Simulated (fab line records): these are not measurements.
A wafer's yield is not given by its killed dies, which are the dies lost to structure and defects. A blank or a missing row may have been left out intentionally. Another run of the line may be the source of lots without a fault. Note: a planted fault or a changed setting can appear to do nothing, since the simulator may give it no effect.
Which tool is to blame? :: flow berkeleyCmos170 :: 42 wafers from 14 lots sampled at 2 of the route's 331 steps

== WHAT EACH GAUGE READ, for each wafer ==
UCB170_START_THK_MEAS_03.
lot: L294
measured: day 1 15:04
on: filmMetro-02
START_OXIDE_THK (nm): 21.6 21.5 21.5

lot: L295
measured: day 1 22:55
on: filmMetro-04
START_OXIDE_THK (nm): 21.7 22.0 21.9

lot: L297
measured: day 2 03:11
on: filmMetro-01
START_OXIDE_THK (nm): 21.4 21.4 21.1

lot: L300
measured: day 2 17:40
on: filmMetro-01
START_OXIDE_THK (nm): 21.8 21.6 21.6

lot: L301
measured: day 3 03:52
on: filmMetro-04
START_OXIDE_THK (nm): 21.3 21.7 21.7

lot: L302
measured: day 3 03:52
on: filmMetro-01
START_OXIDE_THK (nm): 21.9 21.9 22.1

lot: L304
measured: day 3 18:28
on: filmMetro-01
START_OXIDE_THK (nm): 21.7 21.6 21.5

lot: L308
measured: day 4 12:22
on: filmMetro-01
START_OXIDE_THK (nm): 22.1 21.9 22.0

lot: L307
measured: day 4 12:22
on: filmMetro-02
START_OXIDE_THK (nm): 21.6 22.0 21.7

lot: L309
measured: day 4 20:32
on: filmMetro-04
START_OXIDE_THK (nm): 22.8 22.6 22.7

lot: L312
measured: day 5 10:01
on: filmMetro-02
START_OXIDE_THK (nm): 21.8 22.0 21.8

lot: L313
measured: day 5 16:18
on: filmMetro-04
START_OXIDE_THK (nm): 22.0 22.0 22.1

lot: L316
measured: day 6 02:20
on: filmMetro-02
START_OXIDE_THK (nm): 22.2 22.0 22.0

lot: L317
measured: day 6 10:01
on: filmMetro-01
START_OXIDE_THK (nm): 21.7 21.5 21.8

UCB170_ACTIVE_THK_MEAS_06.
lot: L294
measured: day 4 16:50
on: filmMetro-01
ACTIVE_NITRIDE_THK (nm): 218.9 218.4 219.3

lot: L295
measured: day 5 04:59
on: filmMetro-01
ACTIVE_NITRIDE_THK (nm): 220.4 221.9 221.0

lot: L297
measured: day 5 05:00
on: filmMetro-04
ACTIVE_NITRIDE_THK (nm): 221.7 221.7 220.9

lot: L300
measured: day 6 03:19
on: filmMetro-04
ACTIVE_NITRIDE_THK (nm): 219.2 216.5 218.7

lot: L301
measured: day 6 07:04
on: filmMetro-02
ACTIVE_NITRIDE_THK (nm): 221.4 220.8 222.1

lot: L302
measured: day 6 07:04
on: filmMetro-01
ACTIVE_NITRIDE_THK (nm): 220.0 218.3 219.1

lot: L304
measured: day 7 08:26
on: filmMetro-02
ACTIVE_NITRIDE_THK (nm): 219.9 218.9 224.2

lot: L308
measured: day 7 08:26
on: filmMetro-01
ACTIVE_NITRIDE_THK (nm): 216.7 217.0 218.2

lot: L307
measured: day 7 08:28
on: filmMetro-04
ACTIVE_NITRIDE_THK (nm): 219.1 220.4 218.0

lot: L309
measured: day 8 02:14
on: filmMetro-04
ACTIVE_NITRIDE_THK (nm): 220.5 222.4 221.7

lot: L312
measured: day 8 19:52
on: filmMetro-01
ACTIVE_NITRIDE_THK (nm): 217.1 216.5 218.5

lot: L313
measured: day 8 19:49
on: filmMetro-02
ACTIVE_NITRIDE_THK (nm): 219.3 221.4 219.6

lot: L316
measured: day 8 19:52
on: filmMetro-02
ACTIVE_NITRIDE_THK (nm): 218.7 219.0 218.9

lot: L317
measured: day 9 14:45
on: filmMetro-01
ACTIVE_NITRIDE_THK (nm): 217.6 220.4 222.3

== EACH LOT AND THE TOOL THAT RAN IT (in order: tool; ch and the chambers of the sampled wafers; start) ==
No process step before these readings appears in the record.

== AS READ BY THE TOOLS THEMSELVES (means over the sampled wafers that have a number; for cases with no such wafer, the mark the record gives instead) ==
The record holds no such reading with a usual standard deviation.

== THE ANSWER, worked out from the rows above alone ==
Rule: the usual values come from the lots themselves. Put in order of their means at a reading, lots are off if they are a third of the lots or fewer, leave a main group of 4 or more, and stand apart from it by a gap of 3 or more times the standard deviation of the main group's means; of several such gaps the widest counts. Not used: any main group whose means are identical at the precision the tables above print for the reading. Also off: a lot with no number at a reading for which 4 or more lots have one. All remaining lots with rows at the step are treated as sound. After the gauges, taken in route order, come the tools' own readings; for these a lot's mean is taken, as printed above. At the first step where some lot is off, the reading lying furthest off is the one used; lots without a number count as furthest.
Nothing can be told from this: no lot is off at any reading shown.

== WHAT THE SIMULATOR HAD INSERTED ==
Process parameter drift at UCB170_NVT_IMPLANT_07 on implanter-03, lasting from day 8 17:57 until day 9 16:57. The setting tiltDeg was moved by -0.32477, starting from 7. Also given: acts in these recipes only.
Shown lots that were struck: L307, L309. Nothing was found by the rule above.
